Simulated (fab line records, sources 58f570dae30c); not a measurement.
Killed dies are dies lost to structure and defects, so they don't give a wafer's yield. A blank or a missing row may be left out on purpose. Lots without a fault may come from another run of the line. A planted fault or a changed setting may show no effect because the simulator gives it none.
Which tool did it? | flow berkeley_cmos170 | 6 lots, 18 wafers sampled, at 3 steps of a route of 331

WHAT THE GAUGES READ, wafer by wafer
UCB170_SILICIDE_RS_MEAS_02: measures by four-point-probe.
lot  | measured     | on            | SILICIDE_TI_RS (ohm/sq)
L236 | day 9 05:08  | film_metro-02 | 26.1 25.9 26.1
L241 | day 10 15:13 | film_metro-02 | 26.3 26.2 26.2
L243 | day 11 05:41 | film_metro-04 | 25.8 61.8 25.8
L250 | day 11 17:29 | film_metro-02 | 26.2 26.6 26.8
L251 | day 12 04:10 | film_metro-02 | 26.5 25.9 26.2
L257 | day 13 09:49 | film_metro-04 | 25.8 25.5 26.3

WHICH TOOL RAN EACH LOT (tool, then ch and the chambers of the sampled wafers, then the start)
lot  | UCB170_NLDD_STRIP_10                 | UCB170_SILICIDE_SPUTTER_01
L236 | plasma_asher-01 ch 0,1, day 8 14:14  | pvd_sputter-02, day 9 05:07
L241 | plasma_asher-01 ch 0,1, day 10 02:35 | pvd_sputter-03, day 10 15:11
L243 | plasma_asher-03 ch 0,1, day 10 16:09 | pvd_sputter-03, day 11 05:38
L250 | plasma_asher-01 ch 0,1, day 11 02:59 | pvd_sputter-01, day 11 17:26
L251 | plasma_asher-03 ch 0,1, day 11 14:06 | pvd_sputter-02, day 12 04:07
L257 | plasma_asher-01 ch 0,1, day 12 21:04 | pvd_sputter-02, day 13 09:47
- UCB170_NLDD_STRIP_10: strips in O2.
- UCB170_SILICIDE_SPUTTER_01: material Ti, target thk 30 nm, time 25 s.

THE ANSWER, worked out from the rows above alone
Rule: what is usual is taken from the lots themselves. Put in order of their means at a reading, lots are off if they are a third of the lots or fewer, leave a main group of 4 or more, and stand apart from it by a gap of 3 or more times the standard deviation of the main group's means; of several such gaps the widest counts. A main group whose means are all the same, to the digits that the tables above print for the reading, isn't used. A lot without any number at a reading at which 4 lots or more have one is off too. The other lots that the step has rows for count as sound.
Off: L243, at UCB170_SILICIDE_RS_MEAS_02 (SILICIDE_TI_RS). The main group: mean 26.2 ohm/sq, standard deviation 0.22.
A tool fits if, at a process step before that reading, it ran every lot that is off, and no sound lot after the first of them. The gauges at UCB170_SILICIDE_RS_MEAS_02 are tried like those tools. One fits: pvd_sputter-03 at UCB170_SILICIDE_SPUTTER_01. Its last sound lot is L241 (day 10 15:11), its first lot that is off L243 (day 11 05:38): a fault that began between those two fits.

WHAT THE SIMULATOR HAD PUT IN
Process parameter drift: pvd_sputter-03, from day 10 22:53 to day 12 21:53, at UCB170_SILICIDE_SPUTTER_01. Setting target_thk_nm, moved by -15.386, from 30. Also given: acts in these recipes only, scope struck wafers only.
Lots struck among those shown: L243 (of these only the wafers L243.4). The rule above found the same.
